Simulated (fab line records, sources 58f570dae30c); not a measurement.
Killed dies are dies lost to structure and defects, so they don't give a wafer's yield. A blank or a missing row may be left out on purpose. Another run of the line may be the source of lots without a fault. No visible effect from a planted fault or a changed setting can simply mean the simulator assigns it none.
2 desks, one fault :: flow berkeley cmos170 :: each desk has only its own numbers; what lay behind them comes last

THE METROLOGY DESK
What the gauges read, lot by lot, whatever tool the lot ran on: means of the sampled wafers that have a number. If a lot's mean is further than 4 standard deviations from the usual mean, the lot is out of limits and carries the mark OUT (the distance appears in the brackets).
Columns: A = cd nm at UCB170_CONTACT_CD_MEAS_15, usual 700.5 nm; B = CONTACT_OVL at UCB170_CONTACT_OVL_MEAS_16, usual 0 nm
lot: L928
first seen here: day 8 13:28
A: 703.1
B: 4

lot: L927
first seen here: day 8 14:40
A: 701.0
B: 0

lot: L931
first seen here: day 8 23:08
A: 700.4
B: 1

lot: L930
first seen here: day 8 23:33
A: 703.6
B: -5

lot: L929
first seen here: day 9 01:14
A: 699.9
B: -2

lot: L932
first seen here: day 9 01:31
A: 697.3
B: 2

lot: L933
first seen here: day 9 02:43
A: 700.5
B: 0

lot: L935
first seen here: day 9 22:18
A: 700.4
B: -3

lot: L936
first seen here: day 10 00:47
A: 701.5
B: 5

lot: L937
first seen here: day 10 07:42
A: 701.1
B: -4

lot: L941
first seen here: day 11 15:34
A: 700.4
B: 0

lot: L945
first seen here: day 12 05:35
A: 700.3
B: -7

lot: L946
first seen here: day 12 08:02
A: 698.8
B: 7

lot: L949
first seen here: day 12 19:55
A: 700.9
B: 0

lot: L950
first seen here: day 13 05:32
A: 701.5
B: -6
This desk's verdict: no lot among the 15 shows anything out of limits.

THE TOOL OWNER'S DESK: rie diel-04
The tool's own readings at UCB170_CONTACT_ETCH_18 (etches PSG in CHF3/CF4/Ar, stops on TiSi2, target depth 840 nm, time 195 s): means of the sampled wafers that have a number, for each lot that ran on this tool. If a lot's mean is further than 4 standard deviations from the usual mean, the lot is out of limits and carries the mark OUT (the distance appears in the brackets).
Columns: A = drypump motor current A at UCB170_CONTACT_ETCH_18, usual 5.7 A; B = oes product au at UCB170_CONTACT_ETCH_18, usual 0.904 a.u.; C = throttle valve pct at UCB170_CONTACT_ETCH_18, usual 6.88 %
lot: L930
first seen here: day 8 23:00
A: 5.9
B: 0.907
C: 6.89

lot: L933
first seen here: day 9 02:00
A: 6.0
B: 0.899
C: 6.87

lot: L937
first seen here: day 10 07:00
A: 6.0
B: 0.908
C: 6.88

lot: L941
first seen here: day 11 15:00
A: 5.9
B: 0.754 (-10) OUT
C: 6.89

lot: L945
first seen here: day 12 05:00
A: 5.9
B: 0.763 (-9.4) OUT
C: 6.89

lot: L946
first seen here: day 12 08:00
A: 5.6
B: 0.761 (-9.6) OUT
C: 6.87
This desk's finding: out of limits on L941, L945, L946; first on L941, day 11 15:00 (oes product au at UCB170_CONTACT_ETCH_18). L930, L933, L937 stayed within limits.

ALL TOGETHER
At day 11 15:00, on L941, L945, L946, the tool owner's desk was in a position to raise an alarm.
From the metrology desk's view, nothing was out of limits.
The metrology desk has L941, L945, L946 on record, within its limits.
All the named lots went through UCB170_CONTACT_ETCH_18 on rie diel-04.

WHAT WAS PUT IN BY THE SIMULATOR
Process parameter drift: rie diel-04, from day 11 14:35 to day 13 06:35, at UCB170_CONTACT_ETCH_18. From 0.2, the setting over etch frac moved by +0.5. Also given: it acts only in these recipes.
Shown lots that were struck: L941, L945, L946.
Hours from the fault's start to each desk's first reading out of limits: the tool owner's desk, 0.
